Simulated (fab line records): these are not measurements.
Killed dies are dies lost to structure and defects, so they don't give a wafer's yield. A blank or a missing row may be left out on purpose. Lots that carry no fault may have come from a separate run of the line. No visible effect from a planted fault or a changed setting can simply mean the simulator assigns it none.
Which tool is to blame? | flow berkeley_cmos170 | 14 lots with 42 wafers sampled at 3 steps, on a route of 331 steps

WHAT EACH GAUGE READ, for each wafer
UCB170_PSD_TW_MEAS_10. Usual: PSD_TW 2321, standard deviation 27.
lot  | measured     | on            | PSD_TW         | flag
L283 | day 7 23:22  | film_metro-02 | 2331 2337 2334 |
L282 | day 7 23:46  | film_metro-03 | 2291 2280 2287 |
L284 | day 8 17:39  | film_metro-01 | 2339 2350 2341 |
L288 | day 8 18:44  | film_metro-01 | 2346 2339 2329 |
L289 | day 9 11:23  | film_metro-01 | 2332 2337 2359 |
L293 | day 9 18:53  | film_metro-01 | 2328 2330 2325 |
L295 | day 10 01:22 | film_metro-02 | 2334 2334 2335 |
L298 | day 10 22:15 | film_metro-03 | 2267 2277 2264 |
L299 | day 10 22:44 | film_metro-01 | 2338 2347 2334 |
L300 | day 10 23:01 | film_metro-03 | 2264 2280 2270 |
L301 | day 12 00:47 | film_metro-01 | 2323 2349 2340 |
L303 | day 12 01:02 | film_metro-01 | 2351 2349 2339 |
L302 | day 12 01:17 | film_metro-02 | 2330 2338 2331 |
L305 | day 12 07:40 | film_metro-01 | 2349 2335 2330 |

UCB170_SILICIDE_THK_MEAS_03: measures by xrf. Usual: SILICIDE_TI_THK 29.8 nm, standard deviation 0.44.
lot  | measured     | on            | SILICIDE_TI_THK (nm) | flag
L283 | day 8 06:56  | film_metro-04 | 30.8 30.8 30.8       |
L282 | day 8 07:28  | film_metro-04 | 30.0 30.4 30.4       |
L284 | day 8 23:04  | film_metro-04 | 30.4 30.2 30.5       |
L288 | day 9 00:29  | film_metro-04 | 30.1 30.3 30.2       |
L289 | day 9 19:29  | film_metro-02 | 29.5 29.3 29.4       |
L293 | day 9 22:36  | film_metro-02 | 29.5 29.6 29.3       |
L295 | day 10 06:43 | film_metro-02 | 29.1 29.5 29.1       |
L298 | day 11 03:19 | film_metro-04 | 30.5 30.1 30.3       |
L299 | day 11 03:28 | film_metro-01 | 29.7 30.0 29.8       |
L300 | day 11 03:47 | film_metro-02 | 29.5 29.1 29.4       |
L301 | day 12 04:58 | film_metro-04 | 30.1 30.1 30.0       |
L303 | day 12 05:19 | film_metro-01 | 30.6 30.4 30.4       |
L302 | day 12 05:23 | film_metro-02 | 29.5 29.7 29.4       |
L305 | day 12 13:13 | film_metro-04 | 30.8 30.5 30.6       |

TOOL THAT RAN EACH LOT (tool first, then ch and the chambers of the sampled wafers, then the start)
lot  | UCB170_SDANNEAL_RTA_01
L283 | rtp_anneal-01 ch 0, day 8 06:11
L282 | rtp_anneal-02 ch 0, day 8 06:41
L284 | rtp_anneal-02 ch 0, day 8 22:19
L288 | rtp_anneal-02 ch 0, day 8 23:41
L289 | rtp_anneal-01 ch 0, day 9 18:33
L293 | rtp_anneal-02 ch 0, day 9 21:51
L295 | rtp_anneal-01 ch 0, day 10 05:56
L298 | rtp_anneal-01 ch 0, day 11 02:32
L299 | rtp_anneal-02 ch 0, day 11 02:37
L300 | rtp_anneal-01 ch 0, day 11 02:53
L301 | rtp_anneal-01 ch 0, day 12 04:06
L303 | rtp_anneal-02 ch 0, day 12 04:34
L302 | rtp_anneal-01 ch 0, day 12 04:38
L305 | rtp_anneal-01 ch 0, day 12 12:28
- UCB170_SDANNEAL_RTA_01: time 5 s.

AS READ BY THE TOOLS THEMSELVES (means over the sampled wafers that have a number; for cases with no such wafer, the mark the record gives instead)
UCB170_SDANNEAL_RTA_01. Usual: lamp_power_pct 34.5 %, standard deviation 0.38; wafer_temp_C_max 1055.3, standard deviation 1.2.
lot  | tool          | lamp_power_pct (%) | wafer_temp_C_max | flag
L283 | rtp_anneal-01 | 34.2               | 1056.6           |
L282 | rtp_anneal-02 | 34.9               | 1054.7           |
L284 | rtp_anneal-02 | 35.0               | 1054.5           |
L288 | rtp_anneal-02 | 34.9               | 1054.0           |
L289 | rtp_anneal-01 | 34.1               | 1056.4           |
L293 | rtp_anneal-02 | 34.9               | 1054.7           |
L295 | rtp_anneal-01 | 34.2               | 1055.8           |
L298 | rtp_anneal-01 | 34.2               | 1055.1           |
L299 | rtp_anneal-02 | 35.0               | 1054.4           |
L300 | rtp_anneal-01 | 34.2               | 1056.1           |
L301 | rtp_anneal-01 | 34.1               | 1055.5           |
L303 | rtp_anneal-02 | 35.0               | 1054.0           |
L302 | rtp_anneal-01 | 34.2               | 1055.7           |
L305 | rtp_anneal-01 | 34.1               | 1055.3           |

THE ANSWER, worked out from the rows above alone
Rule: take the mean of a lot's wafers that have a number; if it is more than 3 standard deviations from the usual mean, the lot is off. Also off: a lot with no number at a reading for which 4 or more lots have one. All remaining lots with rows at the step are treated as sound. Order of review: gauges by route order, followed by the tools' own readings, for which a lot's mean as printed above is used. The first step at which some lot is off is used, and at that step the reading that is off furthest; a lot without a number counts as furthest.
Nothing can be told from this: no lot is off at any reading shown.

WHAT THE SIMULATOR HAD INSERTED
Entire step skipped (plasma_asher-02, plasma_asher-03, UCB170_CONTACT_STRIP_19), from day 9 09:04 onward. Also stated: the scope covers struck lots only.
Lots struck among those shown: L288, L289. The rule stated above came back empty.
